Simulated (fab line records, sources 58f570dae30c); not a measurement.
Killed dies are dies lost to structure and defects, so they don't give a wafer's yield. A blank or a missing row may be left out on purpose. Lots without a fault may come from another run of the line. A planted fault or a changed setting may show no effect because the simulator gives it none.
Which tool did it? | flow berkeley_cmos170 | 7 lots, 21 wafers sampled, at 2 steps of a route of 331

WHAT THE GAUGES READ, wafer by wafer
UCB170_PLDD_TW_MEAS_11.
lot  | measured     | on            | PLDD_TW
L673 | day 6 20:20  | film_metro-01 | 1019 1021 1012
L675 | day 7 06:44  | film_metro-04 | 1007 1009 1010
L676 | day 7 07:01  | film_metro-03 | 1025 1028 1033
L683 | day 7 18:16  | film_metro-01 | 1024 1020 1021
L682 | day 8 12:35  | film_metro-03 | 946 951 952
L690 | day 10 01:56 | film_metro-03 | 1024 1030 1033
L693 | day 10 12:02 | film_metro-03 | 1028 1026 1031

WHICH TOOL RAN EACH LOT (tool, then ch and the chambers of the sampled wafers, then the start)
lot  | UCB170_PLDD_IMPLANT_08
L673 | implanter-03 ch 0, day 6 19:57
L675 | implanter-01 ch 0, day 7 06:20
L676 | implanter-04 ch 0, day 7 06:37
L683 | implanter-04 ch 0, day 7 17:52
L682 | implanter-04 ch 0, day 8 12:11
L690 | implanter-01 ch 0, day 10 01:32
L693 | implanter-03 ch 0, day 10 11:38
- UCB170_PLDD_IMPLANT_08

THE ANSWER, worked out from the rows above alone
Rule: what is usual is taken from the lots themselves. Put in order of their means at a reading, lots are off if they are a third of the lots or fewer, leave a main group of 4 or more, and stand apart from it by a gap of 3 or more times the standard deviation of the main group's means; of several such gaps the widest counts. A main group whose means are all the same, to the digits that the tables above print for the reading, isn't used. A lot without any number at a reading at which 4 lots or more have one is off too. The other lots that the step has rows for count as sound.
Off: L682, at UCB170_PLDD_TW_MEAS_11 (PLDD_TW). The main group: mean 1022, standard deviation 7.4.
A tool fits if, at a process step before that reading, it ran every lot that is off, and no sound lot after the first of them. The gauges at UCB170_PLDD_TW_MEAS_11 are tried like those tools. One fits: implanter-04 at UCB170_PLDD_IMPLANT_08. Its last sound lot is L683 (day 7 17:52), its first lot that is off L682 (day 8 12:11): a fault that began between those two fits.

WHAT THE SIMULATOR HAD PUT IN
Process parameter drift: implanter-04, from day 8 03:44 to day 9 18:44, at UCB170_PLDD_IMPLANT_08. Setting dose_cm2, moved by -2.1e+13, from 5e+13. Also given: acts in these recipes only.
Lots struck among those shown: L682. The rule above found the same.
